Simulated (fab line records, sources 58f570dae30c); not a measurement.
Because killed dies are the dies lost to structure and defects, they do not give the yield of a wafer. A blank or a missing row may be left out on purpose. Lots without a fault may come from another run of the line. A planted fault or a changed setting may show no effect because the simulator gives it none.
Which tool was responsible? + flow berkeley_cmos170 + 42 wafers from 14 lots sampled at 6 of the route's 331 steps

WHAT THE GAUGES READ, wafer by wafer
UCB170_START_THK_MEAS_03.
| lot  | measured    | on            | START_OXIDE_THK (nm) |
|------|-------------|---------------|----------------------|
| L886 | day 1 17:09 | film_metro-01 | 20.5 20.4 20.2       |
| L887 | day 1 19:59 | film_metro-03 | 20.5 20.2 20.6       |
| L888 | day 2 01:25 | film_metro-04 | 19.9 19.7 20.1       |
| L889 | day 2 06:16 | film_metro-01 | 20.1 20.4 20.2       |
| L890 | day 2 10:56 | film_metro-04 | 20.7 20.4 20.6       |
| L891 | day 2 15:26 | film_metro-04 | 20.3 20.8 20.2       |
| L892 | day 2 18:19 | film_metro-04 | 20.2 19.9 20.2       |
| L894 | day 3 06:22 | film_metro-01 | 19.8 20.1 19.6       |
| L895 | day 3 10:26 | film_metro-04 | 19.8 19.9 19.8       |
| L899 | day 4 06:50 | film_metro-01 | 19.9 19.6 19.5       |
| L902 | day 4 23:43 | film_metro-03 | 19.5 19.4 19.6       |
| L903 | day 5 04:13 | film_metro-03 | 19.6 19.8 20.0       |
| L904 | day 5 09:54 | film_metro-04 | 20.5 20.7 20.4       |
| L906 | day 5 17:04 | film_metro-01 | 20.3 20.2 20.5       |

UCB170_SDANNEAL_RS_MEAS_03: a four-point-probe measurement.
| lot  | measured     | on            | NSD_RS (ohm/sq)   |
|------|--------------|---------------|-------------------|
| L886 | day 7 05:07  | film_metro-01 | 37.36 37.40 37.36 |
| L887 | day 7 05:17  | film_metro-03 | 37.22 37.25 37.29 |
| L888 | day 7 06:00  | film_metro-04 | 37.37 37.34 37.34 |
| L889 | day 7 05:36  | film_metro-01 | 37.29 37.22 37.33 |
| L890 | day 7 05:06  | film_metro-04 | 37.18 37.30 37.34 |
| L891 | day 7 17:27  | film_metro-01 | 37.39 37.36 37.34 |
| L892 | day 8 00:56  | film_metro-03 | 37.17 37.35 37.24 |
| L894 | day 8 22:41  | film_metro-01 | 37.32 37.42 37.44 |
| L895 | day 8 22:23  | film_metro-03 | 37.37 37.31 37.36 |
| L899 | day 9 07:29  | film_metro-03 | 37.30 37.26 37.24 |
| L902 | day 10 02:44 | film_metro-04 | 36.91 36.96 37.02 |
| L903 | day 10 13:55 | film_metro-04 | 36.97 36.99 36.96 |
| L904 | day 10 13:49 | film_metro-03 | 37.35 37.42 37.34 |
| L906 | day 10 14:23 | film_metro-03 | 37.28 37.21 37.23 |

UCB170_V2_OVL_MEAS_13.
| lot  | measured     | on         | V2_OVL (nm) |
|------|--------------|------------|-------------|
| L886 | day 8 01:44  | overlay-02 | 7 3 9       |
| L887 | day 8 00:20  | overlay-02 | 4 6 3       |
| L888 | day 8 02:42  | overlay-02 | 4 9 7       |
| L889 | day 8 02:00  | overlay-02 | 1 2 9       |
| L890 | day 8 01:10  | overlay-01 | 1 0 1       |
| L891 | day 8 13:30  | overlay-02 | -3 0 0      |
| L892 | day 9 03:03  | overlay-01 | -1 2 -2     |
| L894 | day 9 17:41  | overlay-01 | 10 10 12    |
| L895 | day 9 17:22  | overlay-01 | 8 2 0       |
| L899 | day 10 04:48 | overlay-02 | -5 9 3      |
| L902 | day 11 00:34 | overlay-02 | -1 -6 1     |
| L903 | day 11 09:53 | overlay-01 | 2 5 2       |
| L904 | day 11 09:38 | overlay-02 | 7 -1 6      |
| L906 | day 11 14:08 | overlay-02 | 5 0 11      |

WHICH TOOL RAN EACH LOT (tool, then ch and the chambers of the sampled wafers, then the start)
| lot  | UCB170_GATE_ETCH_14               | UCB170_NSD_IMPLANT_08           | UCB170_NSD_STRIP_09                  |
|------|-----------------------------------|---------------------------------|--------------------------------------|
| L886 | rie_diel-02 ch 0,1,2, day 6 16:17 | implanter-02 ch 0, day 7 03:03  | plasma_asher-01 ch 0,1, day 7 03:11  |
| L887 | rie_diel-03 ch 0,1, day 6 16:10   | implanter-04 ch 0, day 7 03:18  | plasma_asher-01 ch 0,1, day 7 03:27  |
| L888 | rie_diel-03 ch 0,2,3, day 6 16:26 | implanter-03 ch 0, day 7 03:38  | plasma_asher-01 ch 0,1, day 7 03:47  |
| L889 | rie_diel-04 ch 0,2,3, day 6 16:29 | implanter-02 ch 0, day 7 03:25  | plasma_asher-03 ch 0,1, day 7 03:32  |
| L890 | rie_diel-04 ch 0,1,2, day 6 16:10 | implanter-03 ch 0, day 7 03:09  | plasma_asher-03 ch 0,1, day 7 03:18  |
| L891 | rie_diel-02 ch 1,3, day 7 05:31   | implanter-04 ch 0, day 7 15:49  | plasma_asher-02 ch 0,1, day 7 15:57  |
| L892 | rie_diel-04 ch 1,2,3, day 7 12:54 | implanter-03 ch 0, day 7 23:02  | plasma_asher-01 ch 0,1, day 7 23:11  |
| L894 | rie_diel-02 ch 0,1,3, day 8 00:40 | implanter-04 ch 0, day 8 20:32  | plasma_asher-02 ch 0,1, day 8 20:39  |
| L895 | rie_diel-03 ch 1,2,3, day 8 00:23 | implanter-03 ch 0, day 8 20:14  | plasma_asher-03 ch 0,1, day 8 20:23  |
| L899 | rie_diel-02 ch 0,1,3, day 8 16:53 | implanter-03 ch 0, day 9 05:40  | plasma_asher-02 ch 0,1, day 9 05:46  |
| L902 | rie_diel-03 ch 2,3, day 9 11:35   | implanter-03 ch 0, day 10 00:43 | plasma_asher-03 ch 0,1, day 10 00:50 |
| L903 | rie_diel-03 ch 2,3, day 9 21:54   | implanter-03 ch 0, day 10 12:17 | plasma_asher-02 ch 0,1, day 10 12:26 |
| L904 | rie_diel-03 ch 0,1, day 9 22:12   | implanter-04 ch 0, day 10 12:11 | plasma_asher-03 ch 0, day 10 12:19   |
| L906 | rie_diel-02 ch 1,2, day 9 22:05   | implanter-04 ch 0, day 10 12:34 | plasma_asher-01 ch 0,1, day 10 12:41 |
- UCB170_GATE_ETCH_14: etches BARC in N2/H2.
- UCB170_NSD_IMPLANT_08
- UCB170_NSD_STRIP_09: strips in O2.

WHAT THE TOOLS THEMSELVES READ (means of the sampled wafers that have a number; where no wafer has one, the mark that the record gives instead)
UCB170_GATE_ETCH_14.
| lot  | tool        | drypump_motor_current_A (A) | h2_flow_sccm (sccm) | oes_product_au (a.u.) | throttle_valve_pct (%) |
|------|-------------|-----------------------------|---------------------|-----------------------|------------------------|
| L886 | rie_diel-02 | 5.7                         | 200.3               | 0.994                 | 13.21                  |
| L887 | rie_diel-03 | 5.4                         | 199.8               | 0.973                 | 13.25                  |
| L888 | rie_diel-03 | 5.4                         | 200.1               | 0.990                 | 13.29                  |
| L889 | rie_diel-04 | 5.9                         | 200.0               | 1.018                 | 13.26                  |
| L890 | rie_diel-04 | 6.1                         | 200.0               | 1.018                 | 13.22                  |
| L891 | rie_diel-02 | 6.0                         | 200.1               | 0.993                 | 13.37                  |
| L892 | rie_diel-04 | 6.1                         | 200.2               | 1.006                 | 13.21                  |
| L894 | rie_diel-02 | 5.8                         | 199.4               | 0.989                 | 13.30                  |
| L895 | rie_diel-03 | 5.7                         | 200.2               | 0.987                 | 13.29                  |
| L899 | rie_diel-02 | 5.8                         | 199.7               | 0.988                 | 13.31                  |
| L902 | rie_diel-03 | 5.5                         | 200.2               | 1.001                 | 13.29                  |
| L903 | rie_diel-03 | 5.5                         | 200.6               | 1.004                 | 13.28                  |
| L904 | rie_diel-03 | 5.4                         | 199.3               | 0.967                 | 13.25                  |
| L906 | rie_diel-02 | 6.0                         | 199.5               | 0.988                 | 13.30                  |

UCB170_NSD_IMPLANT_08.
| lot  | tool         | beam_energy_keV | dose_ions_cm2 |
|------|--------------|-----------------|---------------|
| L886 | implanter-02 | 39.974          | 3e+15         |
| L887 | implanter-04 | 39.988          | 3e+15         |
| L888 | implanter-03 | 40.011          | 3e+15         |
| L889 | implanter-02 | 40.005          | 3e+15         |
| L890 | implanter-03 | 39.995          | 3e+15         |
| L891 | implanter-04 | 40.012          | 3e+15         |
| L892 | implanter-03 | 39.999          | 3e+15         |
| L894 | implanter-04 | 39.995          | 3e+15         |
| L895 | implanter-03 | 39.989          | 3e+15         |
| L899 | implanter-03 | 40.011          | 3e+15         |
| L902 | implanter-03 | 41.072          | 3e+15         |
| L903 | implanter-03 | 41.058          | 3e+15         |
| L904 | implanter-04 | 39.997          | 3e+15         |
| L906 | implanter-04 | 40.003          | 3e+15         |

UCB170_NSD_STRIP_09.
| lot  | tool            | drypump_motor_current_A (A) | oes_product_au (a.u.) | strip_time_to_endpoint_s (s) |
|------|-----------------|-----------------------------|-----------------------|------------------------------|
| L886 | plasma_asher-01 | 6.2                         | 0.532                 | 35.84                        |
| L887 | plasma_asher-01 | 6.2                         | 0.529                 | 35.78                        |
| L888 | plasma_asher-01 | 6.0                         | 0.530                 | 35.83                        |
| L889 | plasma_asher-03 | 5.5                         | 0.535                 | 35.77                        |
| L890 | plasma_asher-03 | 5.5                         | 0.539                 | 35.85                        |
| L891 | plasma_asher-02 | 5.6                         | 0.535                 | 35.84                        |
| L892 | plasma_asher-01 | 6.0                         | 0.531                 | 35.79                        |
| L894 | plasma_asher-02 | 5.6                         | 0.534                 | 35.80                        |
| L895 | plasma_asher-03 | 5.5                         | 0.535                 | 35.85                        |
| L899 | plasma_asher-02 | 5.4                         | 0.534                 | 35.80                        |
| L902 | plasma_asher-03 | 5.5                         | 0.527                 | 36.21                        |
| L903 | plasma_asher-02 | 5.4                         | 0.530                 | 36.21                        |
| L904 | plasma_asher-03 | 5.5                         | 0.536                 | 35.84                        |
| L906 | plasma_asher-01 | 6.0                         | 0.531                 | 35.93                        |

THE ANSWER, worked out from the rows above alone
Rule: usual is defined by the lots themselves. Put in order of their means at a reading, lots are off if they are a third of the lots or fewer, leave a main group of 4 or more, and stand apart from it by a gap of 3 or more times the standard deviation of the main group's means; of several such gaps the widest counts. A main group is skipped when, at the precision printed for the reading in the tables above, its means are all equal. Also off: a lot with no number at a reading for which 4 or more lots have one. All remaining lots with rows at the step are treated as sound. First the gauges in route order, then the tools' own readings, where a lot's mean is used as printed above. At the first step where some lot is off, the reading lying furthest off is the one used; lots without a number count as furthest.
Off: L902, L903, at UCB170_SDANNEAL_RS_MEAS_03 (NSD_RS). The main group has a mean of 37.31 ohm/sq with a standard deviation of 0.054.
If a tool, at a process step before that reading, ran all the lots that are off and no sound lot after the first of them, it fits. The gauges at UCB170_SDANNEAL_RS_MEAS_03 aren't tried: what is off there is off at UCB170_NSD_IMPLANT_08 too, on other tools, and a gauge's error can't cause that. One fits: implanter-03 at UCB170_NSD_IMPLANT_08. Its last sound lot is L899 (day 9 05:40), its first lot that is off L902 (day 10 00:43): a fault that began between those two fits.
The tool's own readings at UCB170_NSD_IMPLANT_08 bear it out: on the lots that are off they differ by more than 5 times the standard deviation of the sound lots' means. beam_energy_keV reads 41.065 there against 39.998 on the sound lots.

WHAT HAD BEEN PUT IN BY THE SIMULATOR
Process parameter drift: implanter-03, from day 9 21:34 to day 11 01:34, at UCB170_NSD_IMPLANT_08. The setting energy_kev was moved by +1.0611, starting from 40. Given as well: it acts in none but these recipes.
Struck lots among those shown: L902, L903. The rule given above showed the same thing.
